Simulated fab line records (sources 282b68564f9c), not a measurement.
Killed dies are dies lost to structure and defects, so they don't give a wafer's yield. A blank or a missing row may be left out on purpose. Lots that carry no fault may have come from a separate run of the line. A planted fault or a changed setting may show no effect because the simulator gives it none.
Split-lot trial + flow ritCmos + on a route of 202 steps: 5 lots, 23 wafers read

ABOUT THE SPLIT
At RIT_NLDD_SOFTBAKE_02 (time 60 s), the setting tempC was moved away from the recipe's 90 C on 11 of the 23 wafers read, by -2.1% to +3.6%. This setting was run at the recipe's value on the other wafers.

No step appears in the file between the split and the reading.

THE READING
NOVOLAK_of_NLDD_COAT_01.thkNm (the simulator's own value, which no gauge read), in nm, at RIT_NLDD_DEVELOP_05 (develop time 50 s). There is no usual value for it anywhere in the file. Across the 12 wafers here that went through the recipe, the average is 998.4 nm and the standard deviation 3.5 nm.

| wafer  | tool, chamber at the split | tempC as run, C | against the recipe | NOVOLAK_of_NLDD_COAT_01.thkNm, nm | against lot-mates on the recipe |
|--------|----------------------------|-----------------|--------------------|-----------------------------------|---------------------------------|
| L076.1 | lithoTrack-02, 0           | 93.27           | +3.6%              | 994.5                             | -10.5                           |
| L076.6 | lithoTrack-02, 0           | 93.27           | +3.6%              | 994.5                             | -10.5                           |
| L076.2 | lithoTrack-02, 0           | 90              | recipe             | 1006                              | -                               |
| L076.3 | lithoTrack-02, 0           | 93.27           | +3.6%              | 994                               | -11.0                           |
| L076.4 | lithoTrack-02, 0           | 90              | recipe             | 1004                              | -                               |
| L081.1 | lithoTrack-03, 0           | 90              | recipe             | 993.1                             | -                               |
| L081.2 | lithoTrack-03, 0           | 90              | recipe             | 995.6                             | -                               |
| L081.4 | lithoTrack-03, 0           | 88.1            | -2.1%              | 1003                              | +7.8                            |
| L081.5 | lithoTrack-03, 0           | 90              | recipe             | 997                               | -                               |
| L081.6 | lithoTrack-03, 0           | 88.1            | -2.1%              | 999.3                             | +4.1                            |
| L082.1 | lithoTrack-02, 0           | 93.2            | +3.6%              | 989.3                             | -6.7                            |
| L082.2 | lithoTrack-02, 0           | 93.2            | +3.6%              | 991.9                             | -4.1                            |
| L082.3 | lithoTrack-02, 0           | 90              | recipe             | 996.4                             | -                               |
| L082.5 | lithoTrack-02, 0           | 90              | recipe             | 995.6                             | -                               |
| L082.6 | lithoTrack-02, 0           | 93.2            | +3.6%              | 990.3                             | -5.7                            |
| L084.2 | lithoTrack-02, 0           | 90              | recipe             | 999.1                             | -                               |
| L084.3 | lithoTrack-02, 0           | 90              | recipe             | 998.6                             | -                               |
| L084.4 | lithoTrack-02, 0           | 90              | recipe             | 1000                              | -                               |
| L085.1 | lithoTrack-01, 0           | 92.29           | +2.5%              | 993.8                             | -3.7                            |
| L085.3 | lithoTrack-01, 0           | 90              | recipe             | 998.7                             | -                               |
| L085.4 | lithoTrack-01, 0           | 92.29           | +2.5%              | 993                               | -4.5                            |
| L085.5 | lithoTrack-01, 0           | 92.29           | +2.5%              | 993.7                             | -3.8                            |
| L085.6 | lithoTrack-01, 0           | 90              | recipe             | 996.2                             | -                               |

FIT RESULTS
A straight line over all 23 wafers: NOVOLAK_of_NLDD_COAT_01.thkNm changes by -1.63 nm for each +1% of tempC; r = -0.73; the points scatter about the line by 3 nm.
The same after taking each lot's own level away (the mean of its wafers on the recipe; 23 wafers): -2.25 nm for each +1%; r = -0.92; scatter 1.9 nm.
That fit puts the effect of the largest move of tempC on the reading at 8.2 nm.
Across the lots, their own levels run from 995.23 to 1005.00 nm, a range of 2.8 times the standard deviation given above.
So the lot-to-lot level blurs the effect unless lot-mates are compared.
Check: for one of the wafers moved furthest among these (+3.6%), held out of the fit, the line's prediction against its lot-mates is -7.47 nm. Against them it came out at -10.5 nm.

OTHER SPLITS ON THESE WAFERS
Note: prior to the reading, these wafers also went through further splits. Each is held against what the fit with the lots' levels taken away leaves over:
| other split on the same wafers     | wafers away from the commonest value | r with NOVOLAK_of_NLDD_COAT_01.thkNm (lot level and that fit taken away) |
|------------------------------------|--------------------------------------|--------------------------------------------------------------------------|
| RIT_ACTIVE_OXIDATION_01 oxTimeS    | 15                                   | +0.06                                                                    |
| RIT_ACTIVE_DEVELOP_10 developTimeS | 7                                    | +0.23                                                                    |
| RIT_PWELL_COAT_01 spinRpm          | 6                                    | -0.09                                                                    |
| RIT_PWELL_HARDBAKE_07 tempC        | 7                                    | +0.38                                                                    |
| RIT_NRETRO_COAT_01 resistThkNm     | 10                                   | -0.18                                                                    |
| RIT_NRETRO_DEVELOP_05 developTimeS | 7                                    | -0.31                                                                    |
| RIT_GATE_EXPOSE_13 doseMj          | 9                                    | -0.15                                                                    |
| RIT_GATE_ETCH_19 rfW               | 8                                    | -0.47                                                                    |

THE WHOLE CHAIN: every reading that the file lists as answering this split, in the file's order
| step                 | what it does      | reading                                                                        | change (the file's fit)              | r (the file's) |
|----------------------|-------------------|--------------------------------------------------------------------------------|--------------------------------------|----------------|
| RIT_NLDD_SOFTBAKE_02 | time 60 s         | NOVOLAK_of_NLDD_COAT_01.thkNm (the simulator's own value, which no gauge read) | -1.94 nm for each +1% of the setting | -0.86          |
| RIT_NLDD_DEVELOP_05  | develop time 50 s | NOVOLAK_of_NLDD_COAT_01.thkNm (the simulator's own value, which no gauge read) | -2.24 nm for each +1% of the setting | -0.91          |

FILE'S OWN FIT
NOVOLAK_of_NLDD_COAT_01.thkNm changes by -2.24 nm for each +1% of tempC, r = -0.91.
